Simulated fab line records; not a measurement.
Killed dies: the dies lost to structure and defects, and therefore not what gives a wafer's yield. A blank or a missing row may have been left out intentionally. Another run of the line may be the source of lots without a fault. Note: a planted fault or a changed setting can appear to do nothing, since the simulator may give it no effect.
Struck lot and sound lot, side by side + flow berkeleyCmos170 + 15 out of 331 route steps
Sound: these wafers, L655.2, L655.3, L655.6. Struck: wafers L671.4, L671.6. (L671.1 of the same lot was not struck and is left out.) The cause comes at the end.
At each step with rows: each side's tool, then ch and its chambers, then its first start. Under that, the readings that differ: sound wafers + struck wafers + difference of the means + sigmas: that difference in standard deviations of wafers without a fault.
alike: a reading whose means differ by less than 2 such deviations, as well as words and numbers matching on both sides. not compared: withheld readings; readings where some wafer has no value; bounds like >300 that might hide an equal value; numbers whose values overlap and for which the record gives no deviation.
Wherever a step has rows on one side only, a row that says differs or no value, or a row with sigmas, the two part there. When numbers do not overlap yet have no deviation, they are printed without sigmas and do not part them. Lack of a reading on every wafer of one side parts them only where that side has two or more wafers.

first, 2 steps without rows for these wafers: UCB170_GATE_ANNEAL_03 (time 1800 s); UCB170_GATE_CVD_04 (deposits poly-Si from SiH4, time 1440 s, target thk 214 nm).
UCB170_GATE_THK_MEAS_05:
  sound on filmMetro-01, day 7 18:59; struck on filmMetro-03, day 11 08:22
| reading            | sound             | struck      | difference | sigmas |
|--------------------|-------------------|-------------|------------|--------|
| GATE_POLY_THK (nm) | 216.5 216.4 215.7 | 209.5 209.5 | -6.7       | -3     |
then, 6 steps without rows for these wafers: UCB170_GATE_COAT_06; UCB170_GATE_COAT_07 (resist thk 900 nm); UCB170_GATE_SOFTBAKE_08 (time 60 s); UCB170_GATE_EXPOSE_09 (exposes mask POLY, target cd 350 nm); UCB170_GATE_PEB_10; UCB170_GATE_DEVELOP_11 (develop time 45 s).
UCB170_GATE_CD_MEAS_12: the cd target is 350 nm.
  sound on cdSem-01, day 7 20:34; struck on cdSem-02, day 11 10:41
  alike: cdNm
UCB170_GATE_OVL_MEAS_13:
  sound on overlay-01, day 7 20:41; struck on overlay-02, day 11 10:48
  alike: GATE_OVL
UCB170_GATE_ETCH_14: etches BARC in N2/H2.
  sound on rieDiel-03 ch 1,2, day 7 20:43; struck on rieDiel-04 ch 1,2, day 11 10:50
  alike: drypumpMotorCurrentA, oesProductAu, throttleValvePct
UCB170_GATE_ETCH_15: etches poly-Si in HBr/Cl2, stops on SiO2, time 56.3 s, target depth 278.2 nm.
  sound on rieSi-01 ch 0,3, day 7 20:45; struck on rieSi-02 ch 3, day 11 10:53
| reading                              | sound             | struck      | difference | sigmas |
|--------------------------------------|-------------------|-------------|------------|--------|
| oesProductAu (a.u.)                  | 0.842 0.820 0.845 | 0.944 0.949 | +0.111     | +7     |
| overEtchFrac                         | 0.3 0.3 0.3       | 0.06 0.06   | -0.24      |        |
| throttleValvePct (%)                 | 26.04 26.51 26.03 | 26.82 26.84 | +0.64      | +2     |
| model.KrF_of_GATE_COAT_07.thkNm (nm) | 775.6 780 778.7   | 798.7 800   | +21.2      |        |
  alike: drypumpMotorCurrentA
  not compared: rfHoursCounterH
UCB170_GATE_STRIP_16: strips in O2.
  sound on plasmaAsher-01 ch 1, day 7 20:48; struck on plasmaAsher-01 ch 0,1, day 11 10:59
  alike: drypumpMotorCurrentA, o2FlowSccm, oesProductAu
  not compared: rfHoursCounterH
-- the record jumps here: 2 days lie between the struck wafers' starts before and after (it left off in module GATE and takes up again in module M3, whose first step shown is number 331 of the route) --
UCB170_M3_PROBE_99:
  sound on prober-01, day 9 18:32; struck on prober-02, day 13 11:47
| reading                                    | sound                         | struck              | difference | sigmas |
|--------------------------------------------|-------------------------------|---------------------|------------|--------|
| model.etest.nldd.rsOhmSq                   | 769 766.9 767.4               | 788.7 783.3         | +18.2      |        |
| model.etest.polyCombOverSteps.leakLog10AUm | -12.88 -12.74 -12.88          | -5.194 -5.714       | +7.379     |        |
| model.etest.antennaPoly.vtShiftV (V)       | -0.006602 -0.008541 -0.008557 | -0.001338 -0.002662 | +0.005900  |        |

WHERE THEY PART
First at UCB170_GATE_THK_MEAS_05; last, within this record, at UCB170_GATE_ETCH_15. Later steps at which nothing parts them and some readings are alike: UCB170_GATE_STRIP_16.

WHY: the cause the simulator had injected
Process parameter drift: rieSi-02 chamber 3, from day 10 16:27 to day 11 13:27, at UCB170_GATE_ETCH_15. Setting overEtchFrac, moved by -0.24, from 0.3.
